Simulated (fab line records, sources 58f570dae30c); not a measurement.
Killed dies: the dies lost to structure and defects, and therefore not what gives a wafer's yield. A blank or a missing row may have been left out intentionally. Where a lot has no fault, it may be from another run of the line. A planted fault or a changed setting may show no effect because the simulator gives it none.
A struck lot beside a sound one / flow berkeleyCmos170 / 14 steps out of a route of 331
Sound: wafers L892.2, L892.4, L892.5. Wafers struck: L885.1, L885.2, L885.3. At the end, the cause is stated.
At each step with rows: each side's tool, then ch and its chambers, then its first start. Under that, the readings that differ: sound wafers / struck wafers / difference of the means / sigmas: that difference in standard deviations of wafers without a fault.
alike: words and numbers the same on both sides, and readings whose means are apart by under 2 such deviations; not compared: readings that were withheld, readings missing a value for some wafer, numbers with overlapping values and no deviation given by the record, and bounds like >300 which may hide the same value.
Wherever a step has rows on one side only, a row that says differs or no value, or a row with sigmas, the two part there. Numbers that have no deviation but don't overlap get no sigmas and don't part them. A reading missing from all wafers of one side parts the sides only when that side holds two or more wafers.

first, 1 step without rows for these wafers: UCB170_START_OXIDATION_02 (target thk 20 nm, ox time 1800 s).
UCB170_START_THK_MEAS_03:
  sound: filmMetro-04 at day 4 18:09; struck: filmMetro-03 at day 3 07:56
  alike: START_OXIDE_THK
then, 7 steps without rows for these wafers: UCB170_START_ANNEAL_04 (time 1200 s); UCB170_ZERO_HMDS_00 (prime time 60 s); UCB170_ZERO_COAT_01 (resist thk 900 nm); UCB170_ZERO_SOFTBAKE_02 (time 60 s); UCB170_ZERO_EXPOSE_03 (exposes mask PM MARKS, target cd 4000 nm); UCB170_ZERO_PEB_04; UCB170_ZERO_DEVELOP_05 (develop time 45 s).
UCB170_ZERO_ETCH_06: etches SiO2 in CHF3/CF4/Ar, time 12 s.
  sound on rieDiel-04 ch 0,1,3, day 5 00:45; struck on rieDiel-04 ch 0,2,3, day 3 15:26
  alike: drypumpMotorCurrentA, oesProductAu, rfFwdPowerW, throttleValvePct
  not compared: rfHoursCounterH
UCB170_ZERO_STRIP_07: strips in O2.
  sound on plasmaAsher-03 ch 0,1, day 5 00:46; struck on plasmaAsher-02 ch 0,1, day 3 15:27
  alike: drypumpMotorCurrentA, oesProductAu, stripTimeToEndpointS
  not compared: rfHoursCounterH
then, 1 step without rows for these wafers: UCB170_NWELL_WET_ETCH_00 (etches SiO2 in dHF, time 200 s).
UCB170_NWELL_OXIDATION_01: target thk 26.4 nm, ox time 1260 s.
  sound on furnace-02 ch 0, day 5 05:06; struck on furnace-02, day 3 18:39
  no value came back on the struck wafers for oxTempC (C), oxTempCMax, tubeCenterTempC (C); on the sound wafers oxTempC (C) reads 1000.3 1000.1 1000.0
then, 1 step without rows for these wafers: UCB170_NWELL_ANNEAL_03 (time 900 s).

## WHERE THEY PART
Only at UCB170_NWELL_OXIDATION_01, as far as this record shows.

WHY: what had been put in by the simulator
Step skipped in full: furnace-02, at UCB170_NWELL_OXIDATION_01, from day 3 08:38 onward. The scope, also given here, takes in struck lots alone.
